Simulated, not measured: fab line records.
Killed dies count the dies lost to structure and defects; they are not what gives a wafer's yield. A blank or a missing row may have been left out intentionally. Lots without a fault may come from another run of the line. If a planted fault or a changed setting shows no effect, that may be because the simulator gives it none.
Which tool is to blame? / flow berkeley-cmos170 / 15 lots with 45 wafers sampled at 6 steps, on a route of 331 steps

WHAT EACH GAUGE READ, for each wafer
UCB170_FIELD_THK_MEAS_02. Usual: FIELD_OXIDE_THK 557 nm, standard deviation 11.
lot=L521; measured=day 5 17:56; on=film-metro-03; FIELD_OXIDE_THK (nm)=571 558 570; flag=
lot=L522; measured=day 5 17:56; on=film-metro-02; FIELD_OXIDE_THK (nm)=553 556 555; flag=
lot=L523; measured=day 5 22:59; on=film-metro-03; FIELD_OXIDE_THK (nm)=559 562 556; flag=
lot=L525; measured=day 6 07:41; on=film-metro-03; FIELD_OXIDE_THK (nm)=581 576 569; flag=
lot=L524; measured=day 6 15:49; on=film-metro-03; FIELD_OXIDE_THK (nm)=559 571 565; flag=
lot=L527; measured=day 6 15:49; on=film-metro-02; FIELD_OXIDE_THK (nm)=566 566 566; flag=
lot=L526; measured=day 6 15:49; on=film-metro-01; FIELD_OXIDE_THK (nm)=569 563 557; flag=
lot=L528; measured=day 7 00:52; on=film-metro-02; FIELD_OXIDE_THK (nm)=563 550 550; flag=
lot=L530; measured=day 7 09:41; on=film-metro-01; FIELD_OXIDE_THK (nm)=548 554 566; flag=
lot=L531; measured=day 7 19:25; on=film-metro-01; FIELD_OXIDE_THK (nm)=564 557 548; flag=
lot=L533; measured=day 8 06:26; on=film-metro-03; FIELD_OXIDE_THK (nm)=556 558 550; flag=
lot=L535; measured=day 8 18:44; on=film-metro-03; FIELD_OXIDE_THK (nm)=551 564 555; flag=
lot=L538; measured=day 9 05:17; on=film-metro-01; FIELD_OXIDE_THK (nm)=541 543 545; flag=
lot=L537; measured=day 9 05:18; on=film-metro-03; FIELD_OXIDE_THK (nm)=551 555 549; flag=
lot=L540; measured=day 9 13:49; on=film-metro-02; FIELD_OXIDE_THK (nm)=546 559 547; flag=

UCB170_PLDD_TW_MEAS_11. Usual: PLDD_TW 1006, standard deviation 11.
lot=L521; measured=day 7 22:40; on=film-metro-03; PLDD_TW=999 995 992; flag=
lot=L522; measured=day 7 22:41; on=film-metro-01; PLDD_TW=1003 1001 1003; flag=
lot=L523; measured=day 7 22:22; on=film-metro-01; PLDD_TW=1007 1007 1010; flag=
lot=L525; measured=day 8 14:14; on=film-metro-03; PLDD_TW=996 998 992; flag=
lot=L524; measured=day 8 13:57; on=film-metro-04; PLDD_TW=1023 1023 1026; flag=
lot=L527; measured=day 8 14:30; on=film-metro-01; PLDD_TW=960 961 955 953 953 954; flag=OFF
lot=L526; measured=day 8 13:47; on=film-metro-01; PLDD_TW=1007 1005 1010; flag=
lot=L528; measured=day 9 06:07; on=film-metro-04; PLDD_TW=1017 1021 1017; flag=
lot=L530; measured=day 9 13:09; on=film-metro-04; PLDD_TW=977 970 969; flag=OFF
lot=L531; measured=day 10 01:24; on=film-metro-04; PLDD_TW=969 966 969; flag=OFF
lot=L533; measured=day 10 11:42; on=film-metro-01; PLDD_TW=1004 1006 1003; flag=
lot=L535; measured=day 10 20:45; on=film-metro-01; PLDD_TW=995 1005 1004; flag=
lot=L538; measured=day 11 11:06; on=film-metro-03; PLDD_TW=992 996 994; flag=
lot=L537; measured=day 11 11:21; on=film-metro-01; PLDD_TW=1011 1008 997; flag=
lot=L540; measured=day 11 11:42; on=film-metro-03; PLDD_TW=991 994 990; flag=

UCB170_PSD_CD_MEAS_06: the cd target is 1200 nm. Usual: 1199.7 nm for cd-nm, sd 1.6.
lot=L521; measured=day 8 08:47; on=cd-sem-02; cd-nm (nm)=1199.0 1198.5 1197.8; flag=
lot=L522; measured=day 8 08:55; on=cd-sem-01; cd-nm (nm)=1200.2 1200.1 1199.2; flag=
lot=L523; measured=day 8 08:32; on=cd-sem-01; cd-nm (nm)=1198.9 1199.6 1197.8; flag=
lot=L525; measured=day 8 23:55; on=cd-sem-02; cd-nm (nm)=1200.3 1199.6 1200.2; flag=
lot=L524; measured=day 8 23:41; on=cd-sem-01; cd-nm (nm)=1198.4 1200.2 1199.1; flag=
lot=L527; measured=day 9 04:24; on=cd-sem-02; cd-nm (nm)=1197.8 1197.4 1196.3; flag=
lot=L526; measured=day 8 23:38; on=cd-sem-02; cd-nm (nm)=1197.9 1198.5 1197.0; flag=
lot=L528; measured=day 9 19:20; on=cd-sem-02; cd-nm (nm)=1198.1 1198.1 1196.6; flag=
lot=L530; measured=day 9 19:07; on=cd-sem-01; cd-nm (nm)=1202.6 1204.3 1203.0; flag=
lot=L531; measured=day 10 09:46; on=cd-sem-01; cd-nm (nm)=1200.0 1200.8 1199.0; flag=
lot=L533; measured=day 10 19:47; on=cd-sem-01; cd-nm (nm)=1201.1 1200.7 1201.0; flag=
lot=L535; measured=day 11 08:02; on=cd-sem-01; cd-nm (nm)=1202.0 1201.6 1201.7; flag=
lot=L538; measured=day 11 22:23; on=cd-sem-02; cd-nm (nm)=1199.5 1200.0 1199.3; flag=
lot=L537; measured=day 11 22:40; on=cd-sem-02; cd-nm (nm)=1203.9 1202.0 1201.4; flag=
lot=L540; measured=day 11 22:31; on=cd-sem-01; cd-nm (nm)=1198.6 1198.8 1198.4; flag=

UCB170_SDANNEAL_RS_MEAS_04: a four-point-probe measurement. Usual: PLDD_RS 1031.2 ohm/sq, standard deviation 2.6.
lot=L521; measured=day 8 12:42; on=film-metro-04; PLDD_RS (ohm/sq)=1033.2 1032.5 1034.8; flag=
lot=L522; measured=day 8 12:53; on=film-metro-03; PLDD_RS (ohm/sq)=1030.1 1029.5 1028.1; flag=
lot=L523; measured=day 8 12:14; on=film-metro-03; PLDD_RS (ohm/sq)=1032.4 1027.5 1031.6; flag=
lot=L525; measured=day 9 06:36; on=film-metro-01; PLDD_RS (ohm/sq)=1028.9 1030.4 1029.7; flag=
lot=L524; measured=day 9 05:48; on=film-metro-04; PLDD_RS (ohm/sq)=1032.8 1031.6 1030.0; flag=
lot=L527; measured=day 9 08:21; on=film-metro-03; PLDD_RS (ohm/sq)=1167.5 1170.2 1169.8 1169.1 1169.3 1170.4; flag=OFF
lot=L526; measured=day 9 05:57; on=film-metro-01; PLDD_RS (ohm/sq)=1032.1 1033.0 1034.0; flag=
lot=L528; measured=day 9 23:05; on=film-metro-04; PLDD_RS (ohm/sq)=1030.8 1036.0 1033.8; flag=
lot=L530; measured=day 9 22:51; on=film-metro-03; PLDD_RS (ohm/sq)=1162.7 1166.8 1164.8 1161.1 1164.4 1167.1; flag=OFF
lot=L531; measured=day 10 16:29; on=film-metro-03; PLDD_RS (ohm/sq)=1165.7 1162.8 1165.0 1164.5 1163.9 1164.0; flag=OFF
lot=L533; measured=day 10 23:41; on=film-metro-01; PLDD_RS (ohm/sq)=1025.0 1025.7 1023.5; flag=
lot=L535; measured=day 11 14:00; on=film-metro-01; PLDD_RS (ohm/sq)=1030.7 1029.2 1030.0; flag=
lot=L538; measured=day 12 04:41; on=film-metro-03; PLDD_RS (ohm/sq)=1030.7 1029.2 1025.6; flag=
lot=L537; measured=day 12 05:02; on=film-metro-04; PLDD_RS (ohm/sq)=1029.3 1027.6 1031.8; flag=
lot=L540; measured=day 12 05:10; on=film-metro-03; PLDD_RS (ohm/sq)=1031.3 1033.7 1034.4; flag=

WHICH TOOL RAN EACH LOT (tool, then ch and the chambers of the sampled wafers, then the start)
lot=L521; UCB170_PLDD_IMPLANT_09=implanter-02 ch 0, day 7 22:23; UCB170_NLDD_STRIP_10=plasma-asher-04 ch 0,1, day 8 00:30
lot=L522; UCB170_PLDD_IMPLANT_09=implanter-03 ch 0, day 7 22:26; UCB170_NLDD_STRIP_10=plasma-asher-03 ch 0,1, day 8 00:37
lot=L523; UCB170_PLDD_IMPLANT_09=implanter-03 ch 0, day 7 22:07; UCB170_NLDD_STRIP_10=plasma-asher-03 ch 0,1, day 8 00:19
lot=L525; UCB170_PLDD_IMPLANT_09=implanter-02 ch 0, day 8 13:59; UCB170_NLDD_STRIP_10=plasma-asher-04 ch 0, day 8 15:55
lot=L524; UCB170_PLDD_IMPLANT_09=implanter-03 ch 0, day 8 13:42; UCB170_NLDD_STRIP_10=plasma-asher-02 ch 0,1, day 8 15:38
lot=L527; UCB170_PLDD_IMPLANT_09=implanter-03 ch 0, day 8 14:15; UCB170_NLDD_STRIP_10=plasma-asher-02 ch 0,1, day 8 23:16
lot=L526; UCB170_PLDD_IMPLANT_09=implanter-02 ch 0, day 8 13:33; UCB170_NLDD_STRIP_10=plasma-asher-03 ch 1, day 8 15:18
lot=L528; UCB170_PLDD_IMPLANT_09=implanter-02 ch 0, day 9 05:50; UCB170_NLDD_STRIP_10=plasma-asher-03 ch 0,1, day 9 08:26
lot=L530; UCB170_PLDD_IMPLANT_09=implanter-03 ch 0, day 9 12:54; UCB170_NLDD_STRIP_10=plasma-asher-03 ch 0,1, day 9 15:15
lot=L531; UCB170_PLDD_IMPLANT_09=implanter-03 ch 0, day 10 01:09; UCB170_NLDD_STRIP_10=plasma-asher-03 ch 1, day 10 03:20
lot=L533; UCB170_PLDD_IMPLANT_09=implanter-02 ch 0, day 10 11:27; UCB170_NLDD_STRIP_10=plasma-asher-04 ch 0,1, day 10 13:55
lot=L535; UCB170_PLDD_IMPLANT_09=implanter-02 ch 0, day 10 20:32; UCB170_NLDD_STRIP_10=plasma-asher-03 ch 0,1, day 10 22:49
lot=L538; UCB170_PLDD_IMPLANT_09=implanter-02 ch 0, day 11 10:51; UCB170_NLDD_STRIP_10=plasma-asher-02 ch 0, day 11 13:45
lot=L537; UCB170_PLDD_IMPLANT_09=implanter-01 ch 0, day 11 11:07; UCB170_NLDD_STRIP_10=plasma-asher-03 ch 0,1, day 11 13:52
lot=L540; UCB170_PLDD_IMPLANT_09=implanter-02 ch 0, day 11 11:27; UCB170_NLDD_STRIP_10=plasma-asher-02 ch 0,1, day 11 14:03
- UCB170_PLDD_IMPLANT_09
- UCB170_NLDD_STRIP_10: strips in O2.

WHAT THE TOOLS THEMSELVES READ (means of the sampled wafers that have a number; where no wafer has one, the mark that the record gives instead)
UCB170_PLDD_IMPLANT_09. Usual: dose-ions-cm2 5.001e+13, standard deviation 5.5e+10; faraday-current-uA 155, standard deviation 6.7.
lot=L521 tool=implanter-02 dose-ions-cm2=4.996e+13 faraday-current-uA=160 flag=
lot=L522 tool=implanter-03 dose-ions-cm2=5.008e+13 faraday-current-uA=159 flag=
lot=L523 tool=implanter-03 dose-ions-cm2=5.003e+13 faraday-current-uA=157 flag=
lot=L525 tool=implanter-02 dose-ions-cm2=5.000e+13 faraday-current-uA=156 flag=
lot=L524 tool=implanter-03 dose-ions-cm2=5.007e+13 faraday-current-uA=161 flag=
lot=L527 tool=implanter-03 dose-ions-cm2=3.571e+13 faraday-current-uA=116 flag=OFF
lot=L526 tool=implanter-02 dose-ions-cm2=5.006e+13 faraday-current-uA=155 flag=
lot=L528 tool=implanter-02 dose-ions-cm2=5.001e+13 faraday-current-uA=158 flag=
lot=L530 tool=implanter-03 dose-ions-cm2=3.577e+13 faraday-current-uA=113 flag=OFF
lot=L531 tool=implanter-03 dose-ions-cm2=3.571e+13 faraday-current-uA=113 flag=OFF
lot=L533 tool=implanter-02 dose-ions-cm2=4.999e+13 faraday-current-uA=158 flag=
lot=L535 tool=implanter-02 dose-ions-cm2=5.002e+13 faraday-current-uA=158 flag=
lot=L538 tool=implanter-02 dose-ions-cm2=5.009e+13 faraday-current-uA=158 flag=
lot=L537 tool=implanter-01 dose-ions-cm2=4.997e+13 faraday-current-uA=145 flag=
lot=L540 tool=implanter-02 dose-ions-cm2=5.001e+13 faraday-current-uA=160 flag=

UCB170_NLDD_STRIP_10. Usual: drypump-motor-current-A 5.8 A, standard deviation 0.31; o2-flow-sccm 400.0 sccm, standard deviation 1.1; oes-product-au 0.734 a.u., standard deviation 0.0046; strip-time-to-endpoint-s 21.59 s, standard deviation 0.06.
lot=L521; tool=plasma-asher-04; drypump-motor-current-A (A)=5.5; o2-flow-sccm (sccm)=400.5; oes-product-au (a.u.)=0.737; strip-time-to-endpoint-s (s)=21.64; flag=
lot=L522; tool=plasma-asher-03; drypump-motor-current-A (A)=6.0; o2-flow-sccm (sccm)=400.5; oes-product-au (a.u.)=0.736; strip-time-to-endpoint-s (s)=21.62; flag=
lot=L523; tool=plasma-asher-03; drypump-motor-current-A (A)=5.9; o2-flow-sccm (sccm)=399.9; oes-product-au (a.u.)=0.729; strip-time-to-endpoint-s (s)=21.60; flag=
lot=L525; tool=plasma-asher-04; drypump-motor-current-A (A)=6.0; o2-flow-sccm (sccm)=399.9; oes-product-au (a.u.)=0.739; strip-time-to-endpoint-s (s)=21.47; flag=
lot=L524; tool=plasma-asher-02; drypump-motor-current-A (A)=5.9; o2-flow-sccm (sccm)=400.2; oes-product-au (a.u.)=0.735; strip-time-to-endpoint-s (s)=21.59; flag=
lot=L527; tool=plasma-asher-02; drypump-motor-current-A (A)=5.9; o2-flow-sccm (sccm)=400.9; oes-product-au (a.u.)=0.737; strip-time-to-endpoint-s (s)=21.69; flag=
lot=L526; tool=plasma-asher-03; drypump-motor-current-A (A)=6.1; o2-flow-sccm (sccm)=399.3; oes-product-au (a.u.)=0.735; strip-time-to-endpoint-s (s)=21.57; flag=
lot=L528; tool=plasma-asher-03; drypump-motor-current-A (A)=5.9; o2-flow-sccm (sccm)=399.4; oes-product-au (a.u.)=0.733; strip-time-to-endpoint-s (s)=21.65; flag=
lot=L530; tool=plasma-asher-03; drypump-motor-current-A (A)=5.9; o2-flow-sccm (sccm)=400.1; oes-product-au (a.u.)=0.735; strip-time-to-endpoint-s (s)=21.51; flag=
lot=L531; tool=plasma-asher-03; drypump-motor-current-A (A)=6.0; o2-flow-sccm (sccm)=401.4; oes-product-au (a.u.)=0.738; strip-time-to-endpoint-s (s)=21.64; flag=
lot=L533; tool=plasma-asher-04; drypump-motor-current-A (A)=5.8; o2-flow-sccm (sccm)=400.9; oes-product-au (a.u.)=0.738; strip-time-to-endpoint-s (s)=21.53; flag=
lot=L535; tool=plasma-asher-03; drypump-motor-current-A (A)=6.0; o2-flow-sccm (sccm)=401.0; oes-product-au (a.u.)=0.732; strip-time-to-endpoint-s (s)=21.55; flag=
lot=L538; tool=plasma-asher-02; drypump-motor-current-A (A)=5.6; o2-flow-sccm (sccm)=398.3; oes-product-au (a.u.)=0.731; strip-time-to-endpoint-s (s)=21.59; flag=
lot=L537; tool=plasma-asher-03; drypump-motor-current-A (A)=6.0; o2-flow-sccm (sccm)=399.1; oes-product-au (a.u.)=0.731; strip-time-to-endpoint-s (s)=21.58; flag=
lot=L540; tool=plasma-asher-02; drypump-motor-current-A (A)=5.7; o2-flow-sccm (sccm)=400.0; oes-product-au (a.u.)=0.733; strip-time-to-endpoint-s (s)=21.64; flag=

THE ANSWER, worked out from the rows above alone
Rule: lot off if the mean of its wafers having a number is beyond 3 standard deviations from the usual mean. Also off: a lot with no number at a reading for which 4 or more lots have one. All remaining lots with rows at the step are treated as sound. After the gauges, taken in route order, come the tools' own readings; for these a lot's mean is taken, as printed above. The first step at which some lot is off is used, and at that step the reading that is off furthest; a lot without a number counts as furthest.
Off: L527, L530, L531, seen at UCB170_PLDD_TW_MEAS_11 (PLDD_TW).
If a tool, at a process step before that reading, ran all the lots that are off and no sound lot after the first of them, it fits. Not tried: the gauges at UCB170_PLDD_TW_MEAS_11; whatever is off there is also off at UCB170_SDANNEAL_RS_MEAS_04, on other tools, and gauge error can't account for it. One fits: implanter-03 at UCB170_PLDD_IMPLANT_09. Its last sound lot is L524 (day 8 13:42), its first lot that is off L527 (day 8 14:15): a fault that began between those two fits.
The tool's own readings at UCB170_PLDD_IMPLANT_09 bear it out: on the lots that are off they differ by more than 5 times the standard deviation of the sound lots' means. dose-ions-cm2 reads 3.573e+13 there against 5.002e+13 on the sound lots; faraday-current-uA reads 114 there against 157 on the sound lots.

WHAT THE SIMULATOR HAD PUT IN
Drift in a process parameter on implanter-03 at UCB170_PLDD_IMPLANT_09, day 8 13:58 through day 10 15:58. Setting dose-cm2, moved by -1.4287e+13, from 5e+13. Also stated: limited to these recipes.
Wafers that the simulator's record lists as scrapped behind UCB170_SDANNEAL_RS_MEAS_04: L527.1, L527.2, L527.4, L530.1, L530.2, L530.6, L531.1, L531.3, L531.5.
Lots struck among those shown: L527, L530, L531. Same finding as the rule above.
